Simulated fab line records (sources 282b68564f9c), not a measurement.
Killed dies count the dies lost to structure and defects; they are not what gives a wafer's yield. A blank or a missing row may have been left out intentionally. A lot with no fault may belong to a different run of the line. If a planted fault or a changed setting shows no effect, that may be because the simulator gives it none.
fab line records ; flow rit-cmos
record: lots: 5; wafers: 15; last-day: 7
route steps=202 shown ACTIVE@19 FOX1@20 FOX2@23 NWELL@28 PWELL@39 WELLDRIVE@50
lots with no fault: from the same line, run without faults
start-h: start of the lot's first displayed wafer, in hours after the record's first day ; wait-h: how many hours have passed since the lot's step before this one ; " same as the row above ; L1.1+2: a single row standing in for several wafers ; - no value present, or no start provided ; * or withheld: withheld ; < > ~ a bound
route shown NAME@n: names a module that has steps shown in the file, with the first one's number in the route ; usual: mean/standard deviation taken from wafers without a fault ; same: alike in all rows ; chamber/n: place in a boat ; sites: readings site by site ; _std_site: how widely they spread, as a standard deviation ; _edge_site: the outer-site mean with the inner-site mean subtracted ; radius-mm: how far each site lies from the wafer's centre ; mask NAME#n: copy n ; behind: the last tool/chamber to shape the wafer ; hold: the reason the lot was held/the length of the hold in hours/how it ended ; device: whichever transistor did not switch (one of n, p or np) ; end of line: the tests these same wafers got at the end of their route ; a step with no rows: only its recipe ; killed: at the first sort, the dies lost to defects and structure; wafer yield is something else ; map: dies across one wafer; x = killed, . = not, _ = none there
set.NAME: setting as actually run; set.NAME@STEP: the setting as run at that earlier step ; model.NAME: the simulator's own value behind a step, which no gauge read
lots at some steps of the route; a table a step, a row a wafer
services: a tool's chamber out of use, with start hour (start-h, from the record's first day; less than 0 if before it), hours out, and reason
== steps ==
step: RIT_ACTIVE_CLEAN_17
recipe: chemistry: SC2; mix: 3:3:50; time-s: 600; temp-c: 75; dry: n2-spin
step: RIT_FOX1_OXIDATION_00
recipe: temp-c: 1100; ambient: H2O; target-thk-a: 3507; p-h2o-torr: 720; ox-time-s: 1130
step: RIT_FOX1_THK_MEAS_01
recipe: reads: SiO2_of_FOX1_OXIDATION_00
usual: FOX1_OXIDE_THK: 352/6.8
lot.wafer;tool;chamber;start-h;wait-h;FOX1_OXIDE_THK[nm]
L224.1;film-metro-03;-;20.92;0.0;352
L224.2;film-metro-03;-;20.92;0.0;354
L224.6;film-metro-03;-;20.92;0.0;355
L226.2;film-metro-03;-;27.75;0.0;352
L226.4;film-metro-03;-;27.75;0.0;352
L226.5;film-metro-03;-;27.75;0.0;350
L236.1;film-metro-03;-;78.15;0.0;346
L236.3;film-metro-03;-;78.15;0.0;341
L236.6;film-metro-03;-;78.15;0.0;346
L244.3;film-metro-01;-;118.02;0.0;357
L244.4;film-metro-01;-;118.02;0.0;357
L244.5;film-metro-01;-;118.02;0.0;353
L245.2;film-metro-02;-;122.72;0.0;360
L245.5;film-metro-02;-;122.72;0.0;355
L245.6;film-metro-02;-;122.72;0.0;351
step: RIT_FOX1_WET_ETCH_02
recipe: chemistry: BOE; target-depth-nm: 350; time-s: 390; temp-c: 21.5; dry: n2-spin; dilution: 10:1; target: SiO2
step: RIT_FOX2_OXIDATION_00
recipe: temp-c: 1100; ambient: H2O; target-thk-a: 3507; p-h2o-torr: 720; ox-time-s: 1169
step: RIT_FOX2_THK_MEAS_01
recipe: reads: SiO2_of_FOX2_OXIDATION_00
usual: FOX2_OXIDE_THK: 358/6.8
lot.wafer;tool;chamber;start-h;wait-h;FOX2_OXIDE_THK[nm]
L224.1;film-metro-03;-;24.16;0.0;360
L224.2;film-metro-03;-;24.16;0.0;353
L224.6;film-metro-03;-;24.16;0.0;355
L226.2;film-metro-03;-;29.24;0.0;365
L226.4;film-metro-03;-;29.24;0.0;364
L226.5;film-metro-03;-;29.24;0.0;359
L236.1;film-metro-01;-;79.65;0.0;359
L236.3;film-metro-01;-;79.65;0.0;364
L236.6;film-metro-01;-;79.65;0.0;361
L244.3;film-metro-03;-;119.51;0.0;360
L244.4;film-metro-03;-;119.51;0.0;367
L244.5;film-metro-03;-;119.51;0.0;369
L245.2;film-metro-01;-;124.21;0.0;362
L245.5;film-metro-01;-;124.21;0.0;358
L245.6;film-metro-01;-;124.21;0.0;360
step: RIT_FOX2_CLEAN_02
recipe: chemistry: dHF; dilution: 50:1; time-s: 180
step: RIT_FOX2_WET_ETCH_03
recipe: chemistry: H3PO4; target: Si3N4; target-depth-nm: 195; temp-c: 165; time-s: 2700
step: RIT_FOX2_THK_MEAS_90
recipe: reads: SiO2_of_FOX2_OXIDATION_00
usual: FIELD_OXIDE_LEFT_1_THK: 331/6.8
lot.wafer;tool;chamber;start-h;wait-h;FIELD_OXIDE_LEFT_1_THK[nm]
L224.1;film-metro-03;-;25.04;0.0;332
L224.2;film-metro-03;-;25.04;0.0;327
L224.6;film-metro-03;-;25.04;0.0;328
L226.2;film-metro-03;-;30.12;0.0;337
L226.4;film-metro-03;-;30.12;0.0;336
L226.5;film-metro-03;-;30.12;0.0;330
L236.1;film-metro-01;-;80.60;0.0;332
L236.3;film-metro-01;-;80.60;0.0;337
L236.6;film-metro-01;-;80.60;0.0;334
L244.3;film-metro-03;-;120.39;0.0;333
L244.4;film-metro-03;-;120.39;0.0;339
L244.5;film-metro-03;-;120.39;0.0;342
L245.2;film-metro-03;-;125.08;0.0;334
L245.5;film-metro-03;-;125.08;0.0;330
L245.6;film-metro-03;-;125.08;0.0;333
step: RIT_NWELL_HMDS_00
recipe: prime-time-s: 60; prime-temp-c: 140
step: RIT_NWELL_COAT_01
recipe: resist: NOVOLAK; spin-rpm: 2000; resist-thk-nm: 1300
step: RIT_NWELL_SOFTBAKE_02
recipe: resist: NOVOLAK; temp-c: 90; time-s: 60
step: RIT_NWELL_EXPOSE_03
recipe: mask-id: M2; na: 0.57; target-cd-nm: 43900; dose-mj: 250
lot.wafer;tool;chamber;start-h;wait-h;mask
L224.1+2+6;iline-stepper-01;0;25.69;0.3;M2#0
L226.2+4+5;iline-stepper-02;0;30.76;0.2;M2#0
L236.1+3+6;iline-stepper-02;0;81.11;0.1;M3#0
L244.3+4+5;iline-stepper-02;0;121.04;0.2;M2#0
L245.2+5+6;iline-stepper-01;0;125.73;0.2;M2#0
step: RIT_NWELL_PEB_04
recipe: resist: NOVOLAK; temp-c: withheld; time-s: withheld
step: RIT_NWELL_DEVELOP_05
recipe: resist: NOVOLAK; develop-time-s: 68; dev-temp-c: 23
step: RIT_NWELL_OVL_MEAS_06
usual: NWELL_OVL: 1.6/1.4
lot.wafer;tool;chamber;start-h;wait-h;NWELL_OVL[nm]
L224.1;overlay-02;-;26.12;-;-0.5
L224.2;overlay-02;-;26.12;-;-0.6
L224.6;overlay-02;-;26.12;-;-0.6
L226.2;overlay-02;-;31.18;-;2.9
L226.4;overlay-02;-;31.18;-;2.3
L226.5;overlay-02;-;31.18;-;3.1
L236.1;overlay-02;-;81.54;-;-
L236.3;overlay-02;-;81.54;-;-
L236.6;overlay-02;-;81.54;-;-
L244.3;overlay-01;-;121.44;-;2.1
L244.4;overlay-01;-;121.44;-;2.5
L244.5;overlay-01;-;121.44;-;3.2
L245.2;overlay-01;-;126.15;-;1.0
L245.5;overlay-01;-;126.15;-;-1.1
L245.6;overlay-01;-;126.15;-;-0.3
step: RIT_NWELL_HARDBAKE_07
recipe: resist: NOVOLAK; temp-c: 140; time-s: 120
step: RIT_NWELL_IMPLANT_08
recipe: species: P; energy-kev: 170; dose-cm2: 5.112e+13; tilt-deg: 7
step: RIT_NWELL_STRIP_09
recipe: chemistry: O2; time-s: 180; resist: NOVOLAK; platen-temp-c: withheld; power-w: 500; pressure-mtorr: 4000; o2-flow-sccm: 4000
usual: drypump-motor-current-A: 5.6/0.37
lot.wafer;tool;chamber;start-h;wait-h;drypump-motor-current-A;rf-hours-counter-h
L224.1;plasma-asher-01;1;26.56;0.1;6.0;38
L224.2;plasma-asher-01;0;26.56;0.1;5.0;38
L224.6;plasma-asher-01;0;26.56;0.1;5.0;-
L226.2;plasma-asher-03;0;31.61;0.1;5.8;41
L226.4;plasma-asher-03;0;31.61;0.1;5.8;-
L226.5;plasma-asher-03;1;31.61;0.1;5.7;-
L236.1;plasma-asher-03;0;81.98;0.1;5.8;46
L236.3;plasma-asher-03;0;81.98;0.1;5.8;-
L236.6;plasma-asher-03;1;81.98;0.1;5.7;-
L244.3;plasma-asher-03;0;121.93;0.1;5.7;-
L244.4;plasma-asher-03;1;121.93;0.1;5.7;-
L244.5;plasma-asher-03;0;121.93;0.1;5.7;-
L245.2;plasma-asher-03;1;126.58;0.1;5.7;52
L245.5;plasma-asher-03;0;126.58;0.1;5.8;-
L245.6;plasma-asher-03;1;126.58;0.1;5.7;-
step: RIT_NWELL_TW_MEAS_10
usual: NWELL_TW: 2178/19
lot.wafer;tool;chamber;start-h;wait-h;NWELL_TW
L224.1;film-metro-04;-;26.73;0.1;2184
L224.2;film-metro-04;-;26.73;0.1;2185
L224.6;film-metro-04;-;26.73;0.1;2192
L226.2;film-metro-03;-;31.80;0.1;2169
L226.4;film-metro-03;-;31.80;0.1;2178
L226.5;film-metro-03;-;31.80;0.1;2169
L236.1;film-metro-03;-;82.15;0.1;30
L236.3;film-metro-03;-;82.15;0.1;30
L236.6;film-metro-03;-;82.15;0.1;30
L244.3;film-metro-04;-;122.06;0.1;2189
L244.4;film-metro-04;-;122.06;0.1;2178
L244.5;film-metro-04;-;122.06;0.1;2190
L245.2;film-metro-02;-;126.76;0.1;2172
L245.5;film-metro-02;-;126.76;0.1;2161
L245.6;film-metro-02;-;126.76;0.1;2166
step: RIT_PWELL_HMDS_00
recipe: prime-time-s: 60; prime-temp-c: 140
step: RIT_PWELL_COAT_01
recipe: resist: NOVOLAK; spin-rpm: 2000; resist-thk-nm: 1300
step: RIT_PWELL_SOFTBAKE_02
recipe: resist: NOVOLAK; temp-c: 90; time-s: 60
step: RIT_PWELL_EXPOSE_03
recipe: mask-id: M3; na: 0.57; target-cd-nm: 43700; dose-mj: 250
step: RIT_PWELL_PEB_04
recipe: resist: NOVOLAK; temp-c: withheld; time-s: withheld
step: RIT_PWELL_DEVELOP_05
recipe: resist: NOVOLAK; develop-time-s: 68; dev-temp-c: 23
step: RIT_PWELL_OVL_MEAS_06
usual: PWELL_OVL: 0.5/1.5
lot.wafer;tool;chamber;start-h;wait-h;PWELL_OVL[nm]
L224.1;overlay-02;-;27.95;-;-1.0
L224.2;overlay-02;-;27.95;-;-0.7
L224.6;overlay-02;-;27.95;-;-0.2
L226.2;overlay-02;-;32.86;-;-0.9
L226.4;overlay-02;-;32.86;-;-0.4
L226.5;overlay-02;-;32.86;-;-1.1
L236.1;overlay-02;-;83.32;-;1.0
L236.3;overlay-02;-;83.32;-;0.8
L236.6;overlay-02;-;83.32;-;0.0
L244.3;overlay-01;-;122.99;-;0.8
L244.4;overlay-01;-;122.99;-;0.1
L244.5;overlay-01;-;122.99;-;1.7
L245.2;overlay-02;-;127.70;-;1.8
L245.5;overlay-02;-;127.70;-;0.3
L245.6;overlay-02;-;127.70;-;-0.2
step: RIT_PWELL_HARDBAKE_07
recipe: resist: NOVOLAK; temp-c: 140; time-s: 120
step: RIT_PWELL_IMPLANT_08
recipe: species: B; energy-kev: 170; dose-cm2: 7e+13; tilt-deg: 7
step: RIT_PWELL_STRIP_09
recipe: chemistry: O2; time-s: 180; resist: NOVOLAK; platen-temp-c: withheld; power-w: 500; pressure-mtorr: 4000; o2-flow-sccm: 4000
usual: drypump-motor-current-A: 5.7/0.35
lot.wafer;tool;chamber;start-h;wait-h;drypump-motor-current-A;rf-hours-counter-h
L224.1;plasma-asher-03;1;28.39;0.1;5.7;41
L224.2;plasma-asher-03;0;28.39;0.1;5.8;41
L224.6;plasma-asher-03;1;28.39;0.1;5.7;-
L226.2;plasma-asher-02;0;33.29;0.1;5.7;20
L226.4;plasma-asher-02;1;33.29;0.1;6.1;-
L226.5;plasma-asher-02;0;33.29;0.1;5.7;-
L236.1;plasma-asher-01;0;83.75;0.1;5.1;45
L236.3;plasma-asher-01;0;83.75;0.1;5.0;-
L236.6;plasma-asher-01;0;83.75;0.1;5.0;-
L244.3;plasma-asher-01;1;123.48;0.1;6.0;-
L244.4;plasma-asher-01;0;123.48;0.1;5.0;-
L244.5;plasma-asher-01;1;123.48;0.1;6.0;-
L245.2;plasma-asher-03;1;128.13;0.1;5.7;53
L245.5;plasma-asher-03;1;128.13;0.1;5.7;-
L245.6;plasma-asher-03;0;128.13;0.1;5.8;-
step: RIT_PWELL_TW_MEAS_10
usual: PWELL_TW: 958/8.3
lot.wafer;tool;chamber;start-h;wait-h;PWELL_TW
L224.1;film-metro-04;-;28.57;0.1;969
L224.2;film-metro-04;-;28.57;0.1;966
L224.6;film-metro-04;-;28.57;0.1;964
L226.2;film-metro-02;-;33.47;0.1;966
L226.4;film-metro-02;-;33.47;0.1;969
L226.5;film-metro-02;-;33.47;0.1;965
L236.1;film-metro-03;-;83.93;0.1;2214
L236.3;film-metro-03;-;83.93;0.1;2209
L236.6;film-metro-03;-;83.93;0.1;2223
L244.3;film-metro-03;-;123.61;0.1;939
L244.4;film-metro-03;-;123.61;0.1;951
L244.5;film-metro-03;-;123.61;0.1;943
L245.2;film-metro-02;-;128.31;0.1;956
L245.5;film-metro-02;-;128.31;0.1;953
L245.6;film-metro-02;-;128.31;0.1;958
step: RIT_WELLDRIVE_ANNEAL_00
recipe: temp-c: 1100; time-s: 14700; ambient: N2
== services ==
tool;chamber;start-h;hours;kind
iline-stepper-01;0;3.20;-;calibration
plasma-asher-01;-;8.24;0.8;repair
iline-stepper-02;-;23.90;4.4;pm
iline-stepper-02;-;32.14;8.9;pm
iline-stepper-02;0;47.36;-;calibration
plasma-asher-02;-;92.79;55.8;repair
== key ==
first-sign: step: RIT_NWELL_EXPOSE_03; reading: mask; direction: changed
effect: step: RIT_NWELL_OVL_MEAS_06; reading: NWELL_OVL; direction: missing
effect: step: RIT_NWELL_TW_MEAS_10; reading: NWELL_TW; direction: down; sigmas: 99+; usual: 2178; struck: 30
effect: step: RIT_PWELL_TW_MEAS_10; reading: PWELL_TW; direction: up; sigmas: 99+; usual: 958; struck: 2215
met-at RIT_NWELL_EXPOSE_03
struck-wafers L236.1,L236.3,L236.6
sort-left-out L236.1,L236.3,L236.6
tester-left-out L236
onset-between 30.76 81.11
fault: kind: wrong-mask; tool: any; chamber: -; onset-h: 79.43; steps: RIT_NWELL_EXPOSE_03; aux-copy: M3#0; scope: struck-lots-only
tester-left-out: of these lots the tester's yield and bins aren't shown, on N5 and GAA mostly nor the transistor test; their killed dies are dies lost to structure and defects alone, not to doping, threshold or leakage, so they don't give the yield
sort-left-out: the simulated sort isn't trusted on such a fault, so these wafers' sort isn't shown, and their yield isn't known
